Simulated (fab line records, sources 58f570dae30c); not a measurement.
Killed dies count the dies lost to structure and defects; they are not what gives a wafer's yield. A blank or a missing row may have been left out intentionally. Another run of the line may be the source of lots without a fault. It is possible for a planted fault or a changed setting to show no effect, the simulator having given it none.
fab line records    flow berkeley-cmos170
record: lots: 5  wafers: 15  last-day: 12
route steps=331 shown V2@298 M3@309
lots untouched by any fault: they come from a run of this same line in which no faults occurred
start-h: hours from the record's first day to the start of the lot's first wafer shown    wait-h: time in hours since the lot's previous step    " the same as in the row above    L1.1+2: one row covering several wafers at once    - value missing, or start not given    * or withheld: withheld    < > ~ a bound
route shown NAME@n: NAME is a module with steps in the file, n the number in the route of the first one    usual: mean/standard deviation taken from wafers without a fault    same: alike in all rows    chamber/n: place in a boat    sites: each site's reading    _std_site: their standard deviation    _edge_site: inner sites' mean taken away from outer sites' mean    radius-mm: for every site, how far away it sits from the centre of the wafer    mask NAME#n: copy n    behind: the most recent tool/chamber to have shaped the wafer    hold: the reason the lot was held/the length of the hold in hours/how it ended    device: which transistor (n, p or np) failed to switch    end of line: the tests these same wafers got at the end of their route    where a step has no rows: the recipe by itself    killed: at the first sort, the dies lost to defects and structure; wafer yield is something else    map: a wafer's dies, x killed, . not, _ none there
set.NAME: the run value of the setting; set.NAME@STEP: its run value at that earlier step    model.NAME: the simulator's own value behind a step, which no gauge read
lots seen at some steps along the route; tables by step, rows by wafer
services: the hour from which a tool's chamber was out of use, counted from the record's first day as start-h (under 0 if before that day), plus the number of hours and why
== steps ==
step: UCB170_V2_HMDS_06
recipe: prime-time-s: 60  prime-temp-c: 100
step: UCB170_V2_COAT_07
recipe: resist: KrF  spin-rpm: 1500  resist-thk-nm: 900
step: UCB170_V2_SOFTBAKE_08
recipe: resist: KrF  temp-c: 130  time-s: 60
step: UCB170_V2_EXPOSE_09
recipe: mask-id: VIA2  target-cd-nm: 700  na: 0.5  sigma-outer: 0.6  source-shape: conventional  dose-mj: 37
step: UCB170_V2_PEB_10
recipe: peb-temp-c: 130  peb-time-s: withheld  resist: KrF
step: UCB170_V2_DEVELOP_11
recipe: developer: TMAH  develop-time-s: 45  resist: KrF  dev-temp-c: 21
step: UCB170_V2_CD_MEAS_12
recipe: target-cd-nm: 700
usual: cd-nm: 699.4/1.2
lot.wafer  tool       chamber  start-h  wait-h  cd-nm
L860.1     cd-sem-01  -        180.79   -       700.7
L860.3     "          -        "        "       698.3
L860.5     "          -        "        "       700.3
L863.2     cd-sem-02  -        197.97   -       699.4
L863.4     "          -        "        "       699.7
L863.5     "          -        "        "       699.7
L869.1     cd-sem-02  -        223.86   -       700.4
L869.3     "          -        "        "       699.7
L869.6     "          -        "        "       699.7
L870.2     cd-sem-02  -        225.03   -       700.1
L870.3     "          -        "        "       701.3
L870.6     "          -        "        "       700.0
L880.3     cd-sem-01  -        284.64   -       699.2
L880.5     "          -        "        "       699.6
L880.6     "          -        "        "       698.7
step: UCB170_V2_OVL_MEAS_13
usual: V2_OVL: -1/4.8
lot.wafer  tool        chamber  start-h  wait-h  V2_OVL[nm]
L860.1     overlay-02  -        180.91   0.1     0
L860.3     "           -        "        "       3
L860.5     "           -        "        "       7
L863.2     overlay-01  -        198.08   0.1     0
L863.4     "           -        "        "       -2
L863.5     "           -        "        "       -10
L869.1     overlay-01  -        223.98   0.1     -5
L869.3     "           -        "        "       -4
L869.6     "           -        "        "       -4
L870.2     overlay-02  -        225.14   0.1     0
L870.3     "           -        "        "       2
L870.6     "           -        "        "       5
L880.3     overlay-01  -        284.73   0.1     -3
L880.5     "           -        "        "       0
L880.6     "           -        "        "       5
step: UCB170_V2_ETCH_14
recipe: chemistry: CHF3/CF4/Ar  target: SiO2  stop-on: Al  CHF3_flow_sccm: 45  cf4-flow-sccm: 15  Ar_flow_sccm: 150  pressure-mtorr: 200  rf-w: 700  target-depth-a: 12500  over-etch-frac: 0.25  time-s: 291
usual: CHF3_flow_sccm: 45.01/0.14  drypump-motor-current-A: 5.6/0.39  oes-product-au: 0.877/0.012  throttle-valve-pct: 6.88/0.13
same: time-s: 291
lot.wafer  tool         chamber  start-h  wait-h  CHF3_flow_sccm  drypump-motor-current-A  oes-product-au  rf-hours-counter-h  throttle-valve-pct
L860.1     rie-diel-01  0        180.95   0.0     45.25           6.4                      0.896           124                 7.16
L860.3     "            1        "        "       45.00           5.8                      0.881           99                  6.90
L860.5     "            1        "        "       45.02           5.8                      0.883           -                   6.90
L863.2     rie-diel-02  1        198.11   0.0     44.86           5.5                      0.872           18                  6.86
L863.4     "            2        "        "       45.07           5.8                      0.883           127                 6.69
L863.5     "            3        "        "       45.37           5.5                      0.887           -                   6.88
L869.1     rie-diel-02  3        224.02   0.0     44.97           5.5                      0.883           19                  6.87
L869.3     "            0        "        "       45.14           5.2                      0.862           107                 6.89
L869.6     "            1        "        "       44.86           5.5                      0.864           -                   6.88
L870.2     rie-diel-04  1        225.17   0.0     45.08           5.3                      0.858           11                  6.98
L870.3     "            0        "        "       44.83           5.1                      0.887           43                  6.68
L870.6     "            2        "        "       45.12           5.2                      0.873           -                   6.91
L880.3     rie-diel-02  1        284.75   0.0     44.94           5.5                      0.860           23                  6.86
L880.5     "            1        "        "       45.30           5.5                      0.862           -                   6.87
L880.6     "            2        "        "       44.91           5.8                      0.887           -                   6.68
step: UCB170_V2_STRIP_15
recipe: chemistry: O2  power-w: 400  pressure-mtorr: 3500  platen-temp-c: withheld  o2-flow-sccm: 400  overash-fraction: 0.5
usual: drypump-motor-current-A: 6.1/0.61  oes-product-au: 0.722/0.0044  strip-time-to-endpoint-s: 15.27/0.12
lot.wafer  tool             chamber  start-h  wait-h  drypump-motor-current-A  oes-product-au  rf-hours-counter-h  strip-time-to-endpoint-s
L860.1     plasma-asher-01  0        181.12   0.1     5.9                      0.731           41                  15.51
L860.3     "                1        "        "       4.6                      0.730           -                   15.26
L860.5     "                1        "        "       4.7                      0.715           -                   15.23
L863.2     plasma-asher-01  1        198.28   0.1     4.7                      0.725           43                  15.20
L863.4     "                1        "        "       4.7                      0.717           -                   15.03
L863.5     "                0        "        "       5.9                      0.728           -                   15.19
L869.1     plasma-asher-04  1        224.20   0.1     6.6                      0.727           55                  15.33
L869.3     "                1        "        "       6.6                      0.722           -                   15.37
L869.6     "                1        "        "       6.6                      0.720           -                   15.27
L870.2     plasma-asher-04  1        225.35   0.1     6.5                      0.716           55                  15.33
L870.3     "                0        "        "       6.6                      0.723           -                   15.27
L870.6     "                1        "        "       6.5                      0.724           -                   15.34
L880.3     plasma-asher-02  0        284.97   0.1     5.5                      0.722           -                   15.23
L880.5     "                1        "        "       6.5                      0.722           -                   15.18
L880.6     "                0        "        "       5.6                      0.722           -                   15.17
step: UCB170_V2_CD_MEAS_90
recipe: target-cd-nm: 700
usual: cd-nm: 699.3/1.4
lot.wafer  tool       chamber  start-h  wait-h  cd-nm
L860.1     cd-sem-01  -        181.22   0.1     700.5
L860.3     "          -        "        "       699.2
L860.5     "          -        "        "       701.1
L863.2     cd-sem-02  -        198.40   0.1     699.4
L863.4     "          -        "        "       700.4
L863.5     "          -        "        "       699.5
L869.1     cd-sem-01  -        224.29   0.1     699.6
L869.3     "          -        "        "       699.2
L869.6     "          -        "        "       699.2
L870.2     cd-sem-01  -        225.47   0.1     699.5
L870.3     "          -        "        "       700.8
L870.6     "          -        "        "       699.1
L880.3     cd-sem-01  -        285.07   0.1     699.1
L880.5     "          -        "        "       700.2
L880.6     "          -        "        "       699.9
step: UCB170_M3_PRE_CLEAN_00
recipe: gas: Ar  preclean-etch-time-s: 60
step: UCB170_M3_SPUTTER_01
recipe: material: Al  target-thk-nm: 900  time-s: 120  power-w: 6000  chamber-pressure-pa: 0.5
usual: cathode-dc-power-W: 6000.1/1.1  throttle-valve-pct: 30.4/0.89
same: time-s: 120
lot.wafer  tool            chamber  start-h  wait-h  cathode-dc-power-W  throttle-valve-pct  model.Al_of_M3_SPUTTER_01.thk-nm
L860.1     pvd-sputter-01  -        181.41   0.0     6000.1              29.7                892.9
L860.3     "               -        "        "       6000.6              30.4                896.6
L860.5     "               -        "        "       5999.9              30.4                908.9
L863.2     pvd-sputter-04  -        198.57   0.0     5999.1              29.7                914.5
L863.4     "               -        "        "       6000.7              29.9                909.5
L863.5     "               -        "        "       5999.7              30.2                909
L869.1     pvd-sputter-04  -        224.48   0.0     6002.0              30.3                914.7
L869.3     "               -        "        "       6000.6              29.5                901
L869.6     "               -        "        "       6000.5              29.6                912.6
L870.2     pvd-sputter-01  -        225.63   0.0     6000.9              30.4                895.1
L870.3     "               -        "        "       7530.6              30.4                1122
L870.6     "               -        "        "       5999.2              29.9                892.6
L880.3     pvd-sputter-02  -        285.22   0.0     6001.7              30.7                899.8
L880.5     "               -        "        "       5999.6              32.8                915
L880.6     "               -        "        "       6002.4              31.6                909.5
step: UCB170_M3_RS_MEAS_02
recipe: thk-meas-gauge: four-point-probe  reads: Al_of_M3_SPUTTER_01
usual: M3_AL_RS: 0.0321/0.00033
lot.wafer  tool           chamber  start-h  wait-h  hold                      M3_AL_RS[ohm/sq]
L860.1     film-metro-01  -        181.49   0.0     -                         0.0324
L860.3     "              -        "        "       -                         0.0322
L860.5     "              -        "        "       -                         0.0319
L863.2     film-metro-02  -        198.67   0.1     -                         0.0317
L863.4     "              -        "        "       -                         0.0319
L863.5     "              -        "        "       -                         0.0319
L869.1     film-metro-02  -        224.56   0.0     -                         0.0317
L869.3     "              -        "        "       -                         0.0322
L869.6     "              -        "        "       -                         0.0317
L870.2     film-metro-01  -        225.74   0.1     await-dispo/0.2h/release  0.0323
L870.3     "              -        "        "       await-dispo/0.2h/release  0.0257
L870.6     "              -        "        "       await-dispo/0.2h/release  0.0324
L870.2     film-metro-01  -        226.02   0.3     -                         0.0323
L870.3     "              -        "        "       -                         0.0257
L870.6     "              -        "        "       -                         0.0324
L880.3     film-metro-03  -        285.34   0.1     -                         0.0323
L880.5     "              -        "        "       -                         0.0317
L880.6     "              -        "        "       -                         0.0319
step: UCB170_M3_THK_MEAS_03
recipe: thk-meas-gauge: xrf  reads: Al_of_M3_SPUTTER_01
usual: M3_AL_THK: 907/10
lot.wafer  tool           chamber  start-h  wait-h  hold                      M3_AL_THK[nm]
L860.1     film-metro-01  -        181.61   0.1     -                         901
L860.3     "              -        "        "       -                         905
L860.5     "              -        "        "       -                         919
L863.2     film-metro-02  -        198.78   0.1     -                         926
L863.4     "              -        "        "       -                         925
L863.5     "              -        "        "       -                         923
L869.1     film-metro-02  -        224.68   0.1     -                         925
L869.3     "              -        "        "       -                         906
L869.6     "              -        "        "       -                         922
L870.2     film-metro-01  -        229.92   3.9     await-dispo/0.2h/release  907
L870.3     "              -        "        "       await-dispo/0.2h/release  1139
L870.6     "              -        "        "       await-dispo/0.2h/release  902
L870.2     film-metro-01  -        230.15   0.2     -                         905
L870.3     "              -        "        "       -                         1130
L870.6     "              -        "        "       -                         899
L880.3     film-metro-03  -        285.44   0.1     -                         899
L880.5     "              -        "        "       -                         911
L880.6     "              -        "        "       -                         905
step: UCB170_M3_COAT_05
recipe: resist: KrF  spin-rpm: 1500  resist-thk-nm: 900
step: UCB170_M3_SOFTBAKE_06
recipe: resist: KrF  temp-c: 130  time-s: 60
step: UCB170_M3_STRIP_07
recipe: chemistry: O2  power-w: 400  pressure-mtorr: 3500  platen-temp-c: withheld  o2-flow-sccm: 400  overash-fraction: 0.5
usual: drypump-motor-current-A: 5.6/0.53  oes-product-au: 0.735/0.0044  strip-time-to-endpoint-s: 21.98/0.078
lot.wafer  tool             chamber  start-h  wait-h  drypump-motor-current-A  oes-product-au  rf-hours-counter-h  strip-time-to-endpoint-s
L860.1     plasma-asher-01  1        182.12   0.1     4.7                      0.740           41                  21.91
L860.3     "                0        "        "       5.9                      0.738           -                   21.88
L860.5     "                0        "        "       5.9                      0.736           -                   21.87
L863.2     plasma-asher-01  1        199.28   0.1     4.7                      0.738           43                  22.15
L863.4     "                0        "        "       5.9                      0.731           -                   22.08
L863.5     "                0        "        "       5.9                      0.738           -                   22.09
L869.1     plasma-asher-02  1        225.19   0.1     6.4                      0.736           9                   21.91
L869.3     "                1        "        "       6.4                      0.734           -                   22.02
L869.6     "                0        "        "       5.6                      0.736           -                   21.91
L870.2     plasma-asher-03  1        232.07   0.1     5.7                      0.737           50                  21.91
L870.3     "                0        "        "       5.1                      0.732           -                   21.82
L870.6     "                0        "        "       5.1                      0.731           -                   21.94
L880.3     plasma-asher-02  1        285.97   0.1     6.4                      0.736           -                   21.99
L880.5     "                0        "        "       5.5                      0.739           -                   21.97
L880.6     "                1        "        "       6.5                      0.737           -                   22.02
step: UCB170_M3_STRIP_08
recipe: chemistry: DMSO  temp-c: 80  time-s: 600  material: KrF
step: UCB170_M3_COAT_09
recipe: resist: BARC  temp-c: withheld  time-s: withheld  spin-rpm: 3000  resist-thk-nm: withheld
step: UCB170_M3_COAT_10
recipe: resist: KrF  spin-rpm: 1500  resist-thk-nm: 900
step: UCB170_M3_SOFTBAKE_11
recipe: resist: KrF  temp-c: 130  time-s: 60
step: UCB170_M3_EXPOSE_12
recipe: mask-id: METAL3  target-cd-nm: 700  na: 0.5  sigma-outer: 0.6  source-shape: conventional  dose-mj: 26
step: UCB170_M3_PEB_13
recipe: peb-temp-c: 130  peb-time-s: withheld  resist: KrF
step: UCB170_M3_DEVELOP_14
recipe: developer: TMAH  develop-time-s: 45  resist: KrF  dev-temp-c: 21
step: UCB170_M3_CD_MEAS_15
recipe: target-cd-nm: 700
usual: cd-nm: 700.2/1.3
lot.wafer  tool       chamber  start-h  wait-h  cd-nm
L860.1     cd-sem-02  -        183.37   -       701.3
L860.3     "          -        "        "       701.2
L860.5     "          -        "        "       701.7
L863.2     cd-sem-02  -        201.00   -       700.1
L863.4     "          -        "        "       699.4
L863.5     "          -        "        "       699.5
L869.1     cd-sem-02  -        226.57   -       702.2
L869.3     "          -        "        "       701.8
L869.6     "          -        "        "       701.7
L870.2     cd-sem-02  -        233.21   -       699.1
L870.3     "          -        "        "       699.9
L870.6     "          -        "        "       700.0
L880.3     cd-sem-01  -        287.16   -       701.5
L880.5     "          -        "        "       701.3
L880.6     "          -        "        "       701.7
step: UCB170_M3_OVL_MEAS_16
usual: M3_OVL: -1/4.5
lot.wafer  tool        chamber  start-h  wait-h  M3_OVL[nm]
L860.1     overlay-02  -        183.49   0.1     -4
L860.3     "           -        "        "       -11
L860.5     "           -        "        "       -1
L863.2     overlay-01  -        201.10   0.1     -3
L863.4     "           -        "        "       -9
L863.5     "           -        "        "       -1
L869.1     overlay-02  -        226.69   0.1     -4
L869.3     "           -        "        "       1
L869.6     "           -        "        "       -6
L870.2     overlay-01  -        233.31   0.1     4
L870.3     "           -        "        "       2
L870.6     "           -        "        "       7
L880.3     overlay-01  -        287.25   0.1     -9
L880.5     "           -        "        "       -3
L880.6     "           -        "        "       -3
step: UCB170_M3_ETCH_17
recipe: chemistry: N2/H2  target-depth-a: withheld  overetch-a: withheld  target: BARC  time-s: withheld  source-w: 500  bias-w: 100  pressure-mtorr: 30  n2-flow-sccm: 100  h2-flow-sccm: 200
usual: drypump-motor-current-A: 5.6/0.35  oes-product-au: 1.011/0.021  throttle-valve-pct: 13.31/0.23
lot.wafer  tool         chamber  start-h  wait-h  drypump-motor-current-A  oes-product-au  throttle-valve-pct
L860.1     rie-diel-03  3        183.52   0.0     5.7                      1.032           13.47
L860.3     "            1        "        "       5.3                      0.990           13.48
L860.5     "            3        "        "       5.7                      1.033           13.46
L863.2     rie-diel-01  0        201.13   0.0     6.3                      1.007           13.64
L863.4     "            1        "        "       5.8                      1.027           13.21
L863.5     "            3        "        "       4.9                      1.030           13.31
L869.1     rie-diel-02  2        226.73   0.0     5.8                      1.050           12.90
L869.3     "            0        "        "       5.2                      1.006           13.20
L869.6     "            3        "        "       5.5                      1.013           13.34
L870.2     rie-diel-03  3        233.34   0.0     5.7                      1.031           13.48
L870.3     "            1        "        "       5.3                      0.979           13.51
L870.6     "            0        "        "       5.9                      0.976           12.90
L880.3     rie-diel-02  1        287.28   0.0     5.5                      1.017           13.15
L880.5     "            1        "        "       5.5                      1.010           13.14
L880.6     "            2        "        "       5.8                      1.054           12.91
step: UCB170_M3_METAL_ETCH_18
recipe: chemistry: Cl2/BCl3  target: Al  stop-on: SiO2  pressure-mtorr: 12  target-depth-a: 11700  over-etch-frac: 0.3  time-s: 195  icp-w: 600  bias-w: 120  Cl2_flow_sccm: 90  bcl3-flow-sccm: 45
usual: drypump-motor-current-A: 5.48/0.26  oes-product-au: 0.869/0.017  throttle-valve-pct: 24.33/0.23
same: time-s: 195
lot.wafer  tool          chamber  start-h  wait-h  drypump-motor-current-A  oes-product-au  rf-hours-counter-h  throttle-valve-pct
L860.1     rie-metal-01  1        183.56   -       5.51                     0.881           7                   24.30
L860.3     "             0        "        "       5.22                     0.874           -                   24.00
L860.5     "             1        "        "       5.51                     0.893           -                   24.33
L863.2     rie-metal-04  0        201.18   -       5.32                     0.869           0                   24.61
L863.4     "             0        "        "       5.32                     0.866           -                   24.59
L863.5     "             1        "        "       5.60                     0.876           -                   24.55
L869.1     rie-metal-02  0        226.77   -       5.56                     0.854           6                   24.51
L869.3     "             1        "        "       6.16                     0.830           -                   24.07
L869.6     "             1        "        "       6.11                     0.840           -                   24.08
L870.2     rie-metal-01  1        233.39   -       5.53                     0.887           9                   24.30
L870.3     "             0        "        "       5.17                     0.996           -                   23.96
L870.6     "             0        "        "       5.21                     0.875           -                   23.99
L880.3     rie-metal-02  0        287.38   -       5.57                     0.843           -                   24.51
L880.5     "             1        "        "       6.10                     0.835           -                   24.14
L880.6     "             0        "        "       5.56                     0.849           -                   24.51
step: UCB170_M3_STRIP_19
recipe: chemistry: O2  power-w: 400  pressure-mtorr: 3500  platen-temp-c: withheld  o2-flow-sccm: 400  overash-fraction: 0.5
usual: drypump-motor-current-A: 5.5/0.59  oes-product-au: 0.539/0.02
lot.wafer  tool             chamber  start-h  wait-h  drypump-motor-current-A  oes-product-au  rf-hours-counter-h
L860.1     plasma-asher-01  1        183.75   0.1     4.7                      0.549           42
L860.3     "                1        "        "       4.7                      0.570           -
L860.5     "                1        "        "       4.7                      0.542           -
L863.2     plasma-asher-02  1        201.36   0.1     6.4                      0.541           7
L863.4     "                0        "        "       5.6                      0.529           -
L863.5     "                0        "        "       5.6                      0.508           -
L869.1     plasma-asher-01  1        226.96   0.1     4.7                      0.530           47
L869.3     "                1        "        "       4.7                      0.537           -
L869.6     "                0        "        "       5.9                      0.532           -
L870.2     plasma-asher-03  1        233.57   0.1     5.7                      0.523           51
L870.3     "                1        "        "       5.7                      0.557           -
L870.6     "                1        "        "       5.7                      0.558           -
L880.3     plasma-asher-03  0        287.54   0.1     5.1                      0.538           -
L880.5     "                0        "        "       5.1                      0.550           -
L880.6     "                1        "        "       5.7                      0.550           -
step: UCB170_M3_PROBE_99
lot.wafer  tool       chamber  start-h  wait-h  hold                      model.etest.antenna-m3.vt-shift-v
L860.1     prober-02  -        184.09   0.1     -                         -0.01585
L860.3     prober-02  -        184.19   0.2     -                         -0.01221
L860.5     prober-02  -        184.29   0.2     -                         -0.01392
L863.2     prober-01  -        201.75   0.1     -                         -0.01478
L863.4     prober-01  -        201.85   0.2     -                         -0.01363
L863.5     prober-01  -        201.90   0.2     -                         -0.01576
L869.1     prober-01  -        227.30   0.1     -                         -0.01084
L869.3     prober-01  -        227.40   0.2     -                         -0.01284
L869.6     prober-01  -        227.55   0.2     -                         -0.009754
L870.2     prober-01  -        235.09   1.0     await-dispo/0.8h/release  -0.01309
L870.3     prober-01  -        235.14   1.0     await-dispo/0.8h/release  -0.005315
L870.6     prober-01  -        235.29   1.1     await-dispo/0.8h/release  -0.01304
L880.3     prober-02  -        287.97   0.2     -                         -0.01358
L880.5     prober-02  -        288.07   0.2     -                         -0.01211
L880.6     prober-02  -        288.12   0.2     -                         -0.01638
killed by level:class
L860.1 SPACER:geometric-particle:open=1 V2:geometric-particle:open=1
L860.3 START:geometric-particle:open=1 ACTIVE:geometric-particle:open=1
L860.5 ACTIVE:area-etch=2 GATE:geometric-particle:short=1
L863.2 GATE:geometric-particle:short=1 SILICIDE:geometric-particle:short=1 SILICIDE:geometric-particle:open=1 NVT:coat-microbubble-printed=1
L863.4 GATE:geometric-particle:open=1
L863.5 WELLDRIVE:geometric-particle:short=1 SILICIDE:geometric-particle:open=1
L869.1 FIELD:geometric-particle:open=1 FIELD:geometric-particle:short=1 GATE:geometric-particle:open=1
L869.3 GATE:geometric-particle:open=1 SILICIDE:geometric-particle:short=1
L869.6 GATE:geometric-particle:short=1 SPACER:geometric-particle:open=1
L880.3 START:geometric-particle:short=1 SCREENOX:geometric-particle:open=1 V2:geometric-particle:open=1
L880.5 SPACER:geometric-particle:open=1 SILICIDE:geometric-particle:short=1 M3:geometric-particle:short=1
L880.6 GATE:geometric-particle:open=1 SPACER:geometric-particle:open=1
map L860.5 (x killed, . not)
________......._______
_____.............____
____...............___
___.................__
__..................._
__..................._
_.....................
_.........x...........
_...........x.........
_.....................
__..................._
__.................x._
___.................__
____...............___
_____.............____
________......._______
map L869.1 (x killed, . not)
________......._______
_____.............____
____...............___
___.................__
__..................._
__..................._
_.....................
_.....................
_.....................
_...x...x.............
__............x......_
__..................._
___.................__
____...............___
_____.............____
________......._______
== services ==
tool             chamber  start-h  hours  kind
pvd-sputter-02   -        165.55   11.3   repair
rie-metal-04     0        169.75   -      clean
rie-metal-04     0        169.75   19.6   scheduled-down
rie-diel-03      2        182.48   8.3    repair
plasma-asher-01  -        186.42   2.8    pm
pvd-sputter-02   -        186.62   3.3    repair
pvd-sputter-01   -        187.68   2.6    repair
rie-diel-04      -        191.08   0.2    repair
rie-diel-02      2        200.21   5.4    repair
pvd-sputter-04   -        200.83   1.8    repair
rie-diel-04      0        208.05   2.2    repair
rie-diel-03      0        212.00   7.6    repair
pvd-sputter-04   -        212.69   6.3    repair
rie-diel-03      2        214.07   4.6    repair
rie-metal-02     1        236.64   -      clean
rie-metal-02     1        236.64   18.7   scheduled-down
rie-metal-02     1        236.64   18.7   vent-cycle
rie-diel-01      1        268.64   11.3   repair
plasma-asher-04  -        269.07   1.1    repair
plasma-asher-03  -        273.77   2.1    repair
rie-diel-04      2        274.96   13.2   repair
plasma-asher-04  -        277.88   0.8    repair
pvd-sputter-01   -        284.51   2.1    repair
rie-diel-03      0        287.16   -      clean
== key ==
first-sign: step: UCB170_M3_SPUTTER_01  reading: cathode-dc-power-W  direction: up  sigmas: 99+  usual: 6000.1  struck: 7530.6
effect: step: UCB170_M3_RS_MEAS_02  reading: visit  direction: added
effect: step: UCB170_M3_RS_MEAS_02  reading: M3_AL_RS  direction: down  sigmas: 20  usual: 0.0321  struck: 0.0257
effect: step: UCB170_M3_THK_MEAS_03  reading: visit  direction: added
effect: step: UCB170_M3_THK_MEAS_03  reading: M3_AL_THK  direction: up  sigmas: 23  usual: 907  struck: 1139
effect: step: UCB170_M3_METAL_ETCH_18  reading: oes-product-au  direction: up  sigmas: 7.6  usual: 0.869  struck: 0.996
effect: step: UCB170_M3_PROBE_99  reading: hold  direction: added
model-effect: step: UCB170_M3_SPUTTER_01  value: Al_of_M3_SPUTTER_01.thk-nm  without: 892.9  struck: 1122
model-effect: step: UCB170_M3_PROBE_99  value: etest.antenna-m3.vt-shift-v  without: -0.01161  struck: -0.005315
met-at UCB170_M3_SPUTTER_01
struck-wafers L870.3
sort-left-out L870.3
onset-between 181.41 225.63
fault: kind: process-parameter-drift  tool: pvd-sputter-01  chamber: -  onset-h: 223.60  steps: UCB170_M3_SPUTTER_01  channel: power-w  offset: 1527.9  shape: step  end-h: 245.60  acts-in: these-recipes-only  stated: 6000  scope: struck-wafers-only
sort-left-out: the simulated sort isn't trusted on such a fault, so these wafers' sort isn't shown, and their yield isn't known
